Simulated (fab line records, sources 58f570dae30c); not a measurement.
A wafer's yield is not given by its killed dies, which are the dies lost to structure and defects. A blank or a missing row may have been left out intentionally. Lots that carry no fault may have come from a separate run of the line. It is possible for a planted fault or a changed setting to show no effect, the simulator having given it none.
Which tool did it? | flow berkeley cmos170 | 21 wafers sampled from 7 lots at 1 step of a route of 331

WHAT EACH GAUGE READ, for each wafer
UCB170_NWELL_OVL_MEAS_12.
lot  | measured    | on         | NWELL_OVL (nm)
L237 | day 2 08:23 | overlay-02 | -5 -6 -1
L242 | day 3 02:30 | overlay-02 | 2 -4 5
L244 | day 4 00:36 | overlay-01 | 11 6 3
L248 | day 4 10:37 | overlay-01 | -2 -7 -6
L250 | day 4 19:21 | overlay-02 | -5 3 0
L252 | day 5 08:16 | overlay-01 | -4 -10 1
L259 | day 7 02:15 | overlay-02 | -5 -6 -8

WHICH TOOL RAN EACH LOT (tool, then ch and the chambers of the sampled wafers, then the start)
There is no process step in the record ahead of these readings.

THE ANSWER, worked out from the rows above alone
Rule: the lots themselves supply what counts as usual. Put in order of their means at a reading, lots are off if they are a third of the lots or fewer, leave a main group of 4 or more, and stand apart from it by a gap of 3 or more times the standard deviation of the main group's means; of several such gaps the widest counts. Not used: any main group whose means are identical at the precision the tables above print for the reading. A lot without any number at a reading at which 4 lots or more have one is off too. Where the step has rows for the other lots, those lots are counted as sound.
No lot is off on any of the readings shown, so nothing can be concluded from this.

WHAT HAD BEEN PUT IN BY THE SIMULATOR
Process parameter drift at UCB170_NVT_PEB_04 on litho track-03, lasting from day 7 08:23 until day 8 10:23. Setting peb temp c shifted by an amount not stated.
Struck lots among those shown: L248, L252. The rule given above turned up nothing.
